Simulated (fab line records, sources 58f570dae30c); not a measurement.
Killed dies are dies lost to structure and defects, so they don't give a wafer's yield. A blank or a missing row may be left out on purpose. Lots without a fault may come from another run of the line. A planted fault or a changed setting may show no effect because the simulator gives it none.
Chamber matching | flow berkeley_cmos170 | UCB170_SPACER_CVD_00 on pecvd-03: 3 sister chambers
The step deposits SiO2 from TEOS/O2, target thk 376 nm, time 47 s. 3 wafers are shown with their chamber, then 7 later ones without.

WAFERS WITH THEIR CHAMBER
wafer  | chamber | heater_power_w (W)
L322.5 | 2       | 288
L323.1 | 1       | 320
L323.3 | 0       | 294

WAFERS WITHOUT THEIR CHAMBER
wafer  | heater_power_w (W)
L323.6 | 201
L329.3 | 273
L329.4 | 276
L329.6 | 243
L333.1 | 264
L333.4 | 277
L333.5 | 285

WHICH CHAMBER EACH WENT THROUGH
wafer  | from the rows above          | in truth
L323.6 | can't be placed: 2 or 0 or 1 | 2
L329.3 | can't be placed: 2 or 0 or 1 | 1
L329.4 | can't be placed: 2 or 0 or 1 | 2
L329.6 | can't be placed: 2 or 0 or 1 | 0
L333.1 | can't be placed: 2 or 0 or 1 | 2
L333.4 | can't be placed: 2 or 0 or 1 | 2
L333.5 | can't be placed: 2 or 0 or 1 | 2
Placed correctly: 0 of 7. Can't be placed from these rows: 7 (the true chamber is among the candidates in 7). Placed wrongly: 0.
How it was worked out, from the rows above alone: a wafer's distance from a chamber is the root of the sum, over the readings, of the square of ((its reading less the chamber's mean) divided by the reading's scatter). The wafer belongs to the nearest chamber; if the next one is less than 2 further off, it can't be placed. A chamber's mean is the mean of its shown wafers. The scatter: with one shown wafer a chamber, the root of the mean of the squares of how far each hidden wafer lies from its nearest shown one.
